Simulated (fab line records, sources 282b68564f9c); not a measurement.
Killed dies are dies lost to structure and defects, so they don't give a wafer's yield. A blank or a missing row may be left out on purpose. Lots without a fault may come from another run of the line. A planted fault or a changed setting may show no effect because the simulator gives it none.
fab line records | flow rit_cmos
record lots=14 wafers=42 last_day=7
route steps=202 shown M1@196
lots that met no fault: from a run of the same line without faults
start_h: hours from the record's first day to the start of the lot's first wafer shown | wait_h: hours since the lot's step before | " the same as in the row above | L1.1+2: a row that stands for several wafers | - no value, or no start given | * or withheld: withheld | < > ~ a bound
route shown NAME@n: a module of which the file shows steps, and the number in the route of the first | usual: mean/standard deviation of fault-free wafers | same: alike in all rows | chamber/n: place in a boat | sites: the reading at each site | _std_site: their standard deviation | _edge_site: outer sites' mean less inner sites' | radius_mm: how far each site lies from the wafer's centre | mask NAME#n: copy n | behind: the tool/chamber that last shaped the wafer | hold: why the lot was held/for how many hours/how that ended | device: the transistor (n, p or np) that didn't switch | end of line: the same wafers' tests at the end of the route | a step without rows: its recipe alone | killed: dies lost to structure and defects at the first sort, not the wafer's yield | map: a wafer's dies, x killed, . not, _ none there
set.NAME: the setting as run; set.NAME@STEP: as run at that earlier step | model.NAME: the simulator's own value behind a step, which no gauge read
steps of the route over a sample of lots; a table a step, a row a wafer
services: from which hour (start_h, from the record's first day; less than 0 if before it) a tool's chamber was out of use, for how many hours, and why
## steps
# step RIT_M1_METAL_ETCH_12
# recipe stop_on=SiO2 chemistry=Cl2/BCl3 target=Al time_s=165 over_etch_frac=0.5 pressure_mtorr=100 target_depth_a=6000 rf_w=250 Cl2_flow_sccm=60 bcl3_flow_sccm=50
# usual drypump_motor_current_A=5.6/0.61 oes_product_au=0.769/0.01 rf_fwd_power_W=249.1/0.73 throttle_valve_pct=8.32/0.067
# columns lot.wafer tool chamber start_h wait_h drypump_motor_current_A oes_product_au rf_fwd_power_W rf_hours_counter_h throttle_valve_pct
L154.1 rie_metal-04 0 55.95 0.2 5.3 0.781 248.8 6.5 8.45
L154.2 " 1 " " 5.1 0.757 248.4 2.2 8.31
L154.5 " 0 " " 5.3 0.783 249.0 - 8.44
L155.3 rie_metal-02 1 59.74 0.2 5.4 0.747 248.9 - 8.25
L155.5 " 0 " " 5.1 0.761 249.1 - 8.28
L155.6 " 1 " " 5.4 0.752 249.4 - 8.24
L156.1 rie_metal-01 0 65.43 0.2 6.3 0.775 246.1 0.6 8.31
L156.4 " 1 " " 6.7 0.765 249.3 - 8.28
L156.6 " 0 " " 6.3 0.780 248.8 - 8.33
L157.1 rie_metal-04 0 70.32 0.2 5.3 0.780 249.1 6.6 8.44
L157.4 " 1 " " 5.0 0.761 249.2 - 8.32
L157.5 " 0 " " 5.3 0.772 249.6 - 8.46
L158.1 rie_metal-02 0 76.30 0.2 5.1 0.766 248.5 2.5 8.28
L158.2 " 1 " " 5.4 0.757 248.3 2.9 8.25
L158.6 " 1 " " 5.5 0.761 248.6 - 8.24
L159.2 rie_metal-01 1 83.93 0.2 6.7 0.765 248.8 0.7 8.28
L159.4 " 1 " " 6.7 0.770 249.2 - 8.28
L159.5 " 1 " " 6.7 0.765 249.5 - 8.26
L160.2 rie_metal-04 0 85.44 0.2 5.3 0.766 249.9 6.8 8.44
L160.3 " 0 " " 5.3 0.783 249.2 - 8.43
L160.6 " 0 " " 5.3 0.795 249.4 - 8.47
L161.1 rie_metal-02 0 90.20 0.2 5.0 0.765 250.2 2.7 8.27
L161.2 " 1 " " 5.5 0.762 249.0 3.1 8.25
L161.6 " 0 " " 5.1 0.779 249.3 - 8.28
L162.2 rie_metal-01 0 98.02 0.2 6.3 0.773 250.4 0.9 8.32
L162.4 " 0 " " 6.3 0.771 249.8 - 8.34
L162.5 " 1 " " 6.7 0.778 249.0 - 8.26
L167.4 rie_metal-02 0 125.00 0.1 5.1 0.771 279.0 - 8.28
L167.5 " 1 " " 5.5 0.757 248.1 - 8.24
L167.6 " 0 " " 5.1 0.771 278.2 - 8.27
L170.1 rie_metal-02 1 135.72 0.2 5.5 0.762 250.0 3.6 8.25
L170.2 " 0 " " 5.1 0.770 279.2 3.2 8.25
L170.3 " 0 " " 5.1 0.774 278.8 - 8.28
L174.3 rie_metal-04 0 155.72 0.2 5.3 0.798 249.7 - 8.43
L174.4 " 1 " " 5.0 0.770 250.3 - 8.32
L174.5 " 0 " " 5.3 0.793 249.9 - 8.43
L175.1 rie_metal-01 1 159.11 0.2 6.7 0.772 248.2 1.6 8.27
L175.2 " 0 " " 6.3 0.781 250.2 1.6 8.32
L175.5 " 1 " " 6.7 0.772 248.8 - 8.29
L177.3 rie_metal-04 1 170.81 0.2 5.1 0.763 248.3 - 8.33
L177.4 " 0 " " 5.3 0.785 250.9 - 8.45
L177.5 " 1 " " 5.1 0.759 248.3 - 8.33
# step RIT_M1_CD_MEAS_90
# recipe target_cd_nm=2600
# usual cd_nm=2602.0/2.6
# columns lot.wafer tool chamber start_h wait_h cd_nm
L154.1 cd_sem-01 - 56.46 0.1 2603.4
L154.2 " - " " 2605.6
L154.5 " - " " 2603.2
L155.3 cd_sem-01 - 60.30 0.2 2604.5
L155.5 " - " " 2597.6
L155.6 " - " " 2602.2
L156.1 cd_sem-01 - 65.94 0.1 2604.4
L156.4 " - " " 2607.4
L156.6 " - " " 2604.0
L157.1 cd_sem-01 - 70.88 0.1 2599.2
L157.4 " - " " 2599.3
L157.5 " - " " 2599.9
L158.1 cd_sem-01 - 76.81 0.1 2597.8
L158.2 " - " " 2602.0
L158.6 " - " " 2598.9
L159.2 cd_sem-01 - 84.47 0.1 2600.8
L159.4 " - " " 2601.3
L159.5 " - " " 2603.2
L160.2 cd_sem-01 - 86.03 0.1 2601.9
L160.3 " - " " 2600.0
L160.6 " - " " 2600.4
L161.1 cd_sem-01 - 90.71 0.1 2600.0
L161.2 " - " " 2602.6
L161.6 " - " " 2602.3
L162.2 cd_sem-01 - 98.55 0.1 2599.2
L162.4 " - " " 2597.1
L162.5 " - " " 2600.1
L167.4 cd_sem-01 - 125.52 0.1 2590.8
L167.5 " - " " 2599.9
L167.6 " - " " 2593.7
L170.1 cd_sem-01 - 136.40 0.1 2604.6
L170.2 " - " " 2595.3
L170.3 " - " " 2597.4
L174.3 cd_sem-01 - 156.22 0.1 2600.7
L174.4 " - " " 2605.0
L174.5 " - " " 2601.6
L175.1 cd_sem-01 - 159.62 0.1 2599.9
L175.2 " - " " 2601.9
L175.5 " - " " 2603.8
L177.3 cd_sem-02 - 171.31 0.1 2606.9
L177.4 " - " " 2605.8
L177.5 " - " " 2605.9
# step RIT_M1_PROBE_99
# usual defect_limited_yield=97.4/1.2 killed_at_contacts=0.1/0.27 killed_at_front_end=7/3.1 killed_dies=7/3.1 killed_open=3.6/2.3 killed_short=3.2/2 sort_bin_3_pad_short=0.1/0.22 sort_bin_5_function=1.5/0.87 sort_bin_6_memory=0.9/0.64 sort_n_pass=257/3.1 sort_yield_pct=97.4/1.2
# same gross_dies=264 killed_at_M0_to_M3=0 killed_at_M4_up=0 killed_at_back_side=0 killed_at_other=0
# columns lot.wafer tool chamber start_h wait_h defect_limited_yield[%] killed_at_contacts killed_at_front_end killed_dies killed_open killed_short sort_bin_3_pad_short[%] sort_bin_5_function[%] sort_bin_6_memory[%] sort_n_pass sort_yield_pct[%]
L154.1 prober-02 - 58.56 0.1 93.2 0 18 18 12 6 0.8 3.8 2.3 246 93.2
L154.2 prober-02 - 58.61 0.1 98.9 0 3 3 2 1 0 0.8 0.4 261 98.9
L154.5 prober-02 - 58.76 0.2 97.0 0 8 8 5 3 0 1.1 1.9 256 97.0
L155.3 prober-01 - 62.45 0.2 93.2 1 17 18 7 11 0.4 4.9 1.5 246 93.2
L155.5 prober-01 - 62.55 0.2 97.7 0 6 6 3 3 0.4 0.8 1.1 258 97.7
L155.6 prober-01 - 62.60 0.2 98.9 0 3 3 0 3 0 0.8 0.4 261 98.9
L156.1 prober-02 - 67.68 0.1 98.1 0 5 5 3 2 0 1.1 0.8 259 98.1
L156.4 prober-02 - 67.83 0.2 95.8 0 11 11 7 4 0 1.5 2.7 253 95.8
L156.6 prober-02 - 67.93 0.2 96.6 0 9 9 4 5 0 1.9 1.5 255 96.6
L157.1 prober-01 - 73.56 0.1 96.2 0 10 10 4 6 0 2.3 1.5 254 96.2
L157.4 prober-01 - 73.71 0.2 97.0 0 8 8 4 4 0 3.0 0 256 97.0
L157.5 prober-01 - 73.76 0.2 97.7 0 6 6 1 5 0.4 1.9 0 258 97.7
L158.1 prober-01 - 79.08 0.1 97.3 0 7 7 6 1 0.4 1.5 0.8 257 97.3
L158.2 prober-01 - 79.13 0.1 99.2 0 2 2 1 1 0 0.8 0 262 99.2
L158.6 prober-01 - 79.33 0.2 97.0 0 8 8 5 3 0 2.3 0.8 256 97.0
L159.2 prober-02 - 86.24 0.1 97.7 0 6 6 2 4 0.4 1.1 0.8 258 97.7
L159.4 prober-02 - 86.34 0.2 97.7 0 6 6 1 5 0.4 1.1 0.8 258 97.7
L159.5 prober-02 - 86.39 0.2 97.0 0 8 8 4 4 0 1.1 1.9 256 97.0
L160.2 prober-01 - 89.05 0.1 96.6 0 9 9 7 2 0.8 0.8 1.9 255 96.6
L160.3 prober-01 - 89.10 0.2 95.8 0 11 11 4 7 0.4 2.7 1.1 253 95.8
L160.6 prober-01 - 89.25 0.2 97.3 0 7 7 1 6 0 1.5 1.1 257 97.3
L161.1 prober-02 - 93.60 0.1 98.9 0 3 3 0 3 0.4 0 0.8 261 98.9
L161.2 prober-02 - 93.65 0.1 97.3 0 7 7 2 5 0.4 0.8 1.5 257 97.3
L161.6 prober-02 - 93.85 0.2 98.5 0 4 4 3 1 0.4 1.1 0 260 98.5
L162.2 prober-01 - 100.52 0.1 97.3 0 7 7 5 2 0.4 1.5 0.8 257 97.3
L162.4 prober-01 - 100.62 0.2 97.7 0 6 6 2 4 0 1.9 0.4 258 97.7
L162.5 prober-01 - 100.67 0.2 98.5 0 4 4 3 1 0 1.1 0.4 260 98.5
L167.4 prober-02 - 127.35 0.2 97.0 0 8 8 3 5 0 2.3 0.8 256 97.0
L167.5 prober-02 - 127.40 0.2 98.1 0 5 5 2 2 0.4 1.1 0.4 259 98.1
L167.6 prober-02 - 127.45 0.2 98.5 1 3 4 3 1 0 0.8 0.8 260 98.5
L170.1 prober-01 - 138.14 0.1 97.7 0 6 6 3 3 0 1.9 0.4 258 97.7
L170.2 prober-01 - 138.19 0.1 93.9 2 14 16 8 8 0.4 3.8 1.9 248 93.9
L170.3 prober-01 - 138.24 0.2 99.2 0 2 2 0 1 0 0.8 0 262 99.2
L174.3 prober-01 - 158.02 0.2 97.3 1 6 7 2 4 0 1.5 1.1 257 97.3
L174.4 prober-01 - 158.07 0.2 98.1 0 5 5 1 4 0 1.1 0.8 259 98.1
L174.5 prober-01 - 158.12 0.2 97.3 0 7 7 4 3 0 0.4 2.3 257 97.3
L175.1 prober-02 - 161.36 0.1 99.6 0 1 1 0 1 0 0 0.4 263 99.6
L175.2 prober-02 - 161.41 0.1 98.1 0 5 5 3 2 0 1.1 0.8 259 98.1
L175.5 prober-02 - 161.56 0.2 98.5 0 4 4 3 1 0 0.4 1.1 260 98.5
L177.3 prober-02 - 173.11 0.2 96.2 0 10 10 6 4 0 3.4 0.4 254 96.2
L177.4 prober-02 - 173.16 0.2 97.3 0 7 7 5 2 0 1.9 0.8 257 97.3
L177.5 prober-02 - 173.21 0.2 99.6 0 1 1 1 0 0 0.4 0 263 99.6
# killed by level:class
L154.1 GATE:geometric_particle:open=7 GATE:geometric_particle:short=3 REOX:geometric_particle:open=2 SILICIDE:geometric_particle:open=2 SILICIDE:geometric_particle:short=2 REOX:geometric_particle:short=1 SPACER:geometric_particle:open=1
L154.2 GATE:geometric_particle:open=2 SILICIDE:geometric_particle:short=1
L154.5 REOX:geometric_particle:open=4 REOX:geometric_particle:short=3 SPACER:geometric_particle:open=1
L155.3 FOX1:geometric_particle:short=4 GATE:geometric_particle:open=3 GATE:geometric_particle:short=3 FOX2:geometric_particle:open=2 FOX1:geometric_particle:open=1 FOX2:geometric_particle:short=1 REOX:geometric_particle:short=1 SPACER:geometric_particle:open=1
L155.5 GATE:geometric_particle:short=2 FOX1:geometric_particle:open=1 FOX2:geometric_particle:short=1 REOX:geometric_particle:open=1 SPACER:geometric_particle:open=1
L155.6 FOX1:geometric_particle:short=2 FOX2:geometric_particle:short=1
L156.1 SPACER:geometric_particle:open=2 FOX2:geometric_particle:short=1 REOX:geometric_particle:open=1 SILICIDE:geometric_particle:short=1
L156.4 GATE:geometric_particle:short=3 GATE:geometric_particle:open=3 FOX2:geometric_particle:open=1 REOX:geometric_particle:short=1 REOX:geometric_particle:open=1 SPACER:geometric_particle:open=1 SILICIDE:geometric_particle:open=1
L156.6 GATE:geometric_particle:short=4 GATE:geometric_particle:open=3 SILICIDE:geometric_particle:open=1 SILICIDE:geometric_particle:short=1
L157.1 GATE:geometric_particle:short=3 REOX:geometric_particle:short=3 GATE:geometric_particle:open=2 REOX:geometric_particle:open=2
L157.4 GATE:geometric_particle:open=3 FOX2:geometric_particle:short=1 REOX:geometric_particle:short=1 SPACER:geometric_particle:short=1 SILICIDE:geometric_particle:short=1 SILICIDE:geometric_particle:open=1
L157.5 SPACER:geometric_particle:short=3 REOX:geometric_particle:short=1 REOX:geometric_particle:open=1 SILICIDE:geometric_particle:short=1
L158.1 GATE:geometric_particle:open=3 FOX2:geometric_particle:open=1 GATE:geometric_particle:short=1 REOX:geometric_particle:open=1 SILICIDE:geometric_particle:open=1
L158.2 GATE:geometric_particle:open=1 REOX:geometric_particle:short=1
L158.6 GATE:geometric_particle:open=3 FOX2:geometric_particle:short=1 GATE:geometric_particle:short=1 REOX:geometric_particle:open=1 SPACER:geometric_particle:short=1 SPACER:geometric_particle:open=1
L159.2 GATE:geometric_particle:short=2 FOX2:geometric_particle:open=1 GATE:geometric_particle:open=1 SPACER:geometric_particle:short=1 SILICIDE:geometric_particle:short=1
L159.4 GATE:geometric_particle:short=3 FOX2:geometric_particle:short=1 FOX2:geometric_particle:open=1 SILICIDE:geometric_particle:short=1
L159.5 SPACER:geometric_particle:short=3 GATE:geometric_particle:open=2 ACTIVE:geometric_particle:open=1 FOX2:geometric_particle:short=1 SPACER:geometric_particle:open=1
L160.2 FOX1:geometric_particle:open=2 GATE:geometric_particle:open=2 FOX2:geometric_particle:open=1 GATE:geometric_particle:short=1 SPACER:geometric_particle:open=1 SILICIDE:geometric_particle:short=1 SILICIDE:geometric_particle:open=1
L160.3 GATE:geometric_particle:short=4 REOX:geometric_particle:open=2 SILICIDE:geometric_particle:short=2 GATE:geometric_particle:open=1 REOX:geometric_particle:short=1 SPACER:geometric_particle:open=1
L160.6 FOX1:geometric_particle:short=3 GATE:geometric_particle:short=2 FOX2:geometric_particle:open=1 FOX2:geometric_particle:short=1
L161.1 GATE:geometric_particle:short=2 FOX2:geometric_particle:short=1
L161.2 GATE:geometric_particle:short=2 SPACER:geometric_particle:short=2 FOX1:geometric_particle:open=1 REOX:geometric_particle:short=1 SILICIDE:geometric_particle:open=1
L161.6 REOX:geometric_particle:open=2 GATE:geometric_particle:open=1 REOX:geometric_particle:short=1
L162.2 GATE:geometric_particle:open=2 GATE:geometric_particle:short=2 FOX2:geometric_particle:open=1 REOX:geometric_particle:open=1 SPACER:geometric_particle:open=1
L162.4 SPACER:geometric_particle:short=3 FOX1:geometric_particle:open=1 GATE:geometric_particle:open=1 GATE:geometric_particle:short=1
L162.5 FOX2:geometric_particle:open=1 GATE:geometric_particle:open=1 GATE:geometric_particle:short=1 SPACER:geometric_particle:open=1
L167.4 REOX:geometric_particle:open=2 REOX:geometric_particle:short=2 SPACER:geometric_particle:short=2 FOX2:geometric_particle:open=1 GATE:geometric_particle:short=1
L167.5 FOX1:geometric_particle:open=1 GATE:geometric_particle:short=1 GATE:geometric_particle:open=1 REOX:geometric_particle:short=1 PRETRO:coat_microbubble_printed=1
L167.6 REOX:geometric_particle:short=1 REOX:geometric_particle:open=1 SPACER:geometric_particle:open=1 CONTACT:geometric_particle:open=1
L170.1 ACTIVE:geometric_particle:open=1 FOX1:geometric_particle:open=1 FOX2:geometric_particle:short=1 SPACER:geometric_particle:short=1 SILICIDE:geometric_particle:short=1 SILICIDE:geometric_particle:open=1
L170.2 GATE:geometric_particle:short=5 GATE:geometric_particle:open=4 FOX1:geometric_particle:short=1 FOX2:geometric_particle:open=1 CONTACT:geometric_particle:short=1 REOX:geometric_particle:short=1 SPACER:geometric_particle:open=1 SILICIDE:geometric_particle:open=1
L170.3 FOX2:geometric_particle:short=1 PSD:coat_microbubble_printed=1
L174.3 REOX:geometric_particle:short=2 FOX1:geometric_particle:short=1 GATE:geometric_particle:open=1 SPACER:geometric_particle:short=1 SILICIDE:geometric_particle:open=1 CONTACT:coat_microbubble_printed=1
L174.4 FOX2:geometric_particle:short=1 GATE:geometric_particle:short=1 GATE:geometric_particle:open=1 REOX:geometric_particle:short=1 SILICIDE:geometric_particle:short=1
L174.5 GATE:geometric_particle:open=3 GATE:geometric_particle:short=2 FOX1:geometric_particle:short=1 SILICIDE:geometric_particle:open=1
L175.1 SILICIDE:geometric_particle:short=1
L175.2 GATE:geometric_particle:open=2 GATE:geometric_particle:short=2 FOX1:geometric_particle:open=1
L175.5 FOX1:geometric_particle:open=2 FOX1:geometric_particle:short=1 SILICIDE:geometric_particle:open=1
L177.3 SPACER:geometric_particle:open=3 FOX1:geometric_particle:short=2 REOX:geometric_particle:open=2 FOX1:geometric_particle:open=1 GATE:geometric_particle:short=1 REOX:geometric_particle:short=1
L177.4 SPACER:geometric_particle:open=2 FOX1:geometric_particle:short=1 FOX1:geometric_particle:open=1 GATE:geometric_particle:short=1 REOX:geometric_particle:open=1 SILICIDE:geometric_particle:open=1
L177.5 GATE:geometric_particle:open=1
## services
# columns tool chamber start_h hours kind
rie_metal-02 1 52.50 5.2 repair
rie_metal-01 - 125.85 0.5 repair
rie_metal-01 - 141.85 2.8 pm
## key
first_sign step=RIT_M1_METAL_ETCH_12 reading=rf_fwd_power_W direction=up sigmas=40 usual=249.1 struck=278.8
effect step=RIT_M1_CD_MEAS_90 reading=cd_nm direction=down sigmas=3 usual=2602.0 struck=2594.3
met_at RIT_M1_METAL_ETCH_12
struck_lots L167,L170
struck_wafers L167.4,L167.6,L170.2,L170.3
onset_between 90.20 125.00
fault kind=process_parameter_drift tool=rie_metal-02 chamber=0 onset_h=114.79 steps=RIT_M1_METAL_ETCH_12 channel=rf_w offset=30 shape=step end_h=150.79 stated=250
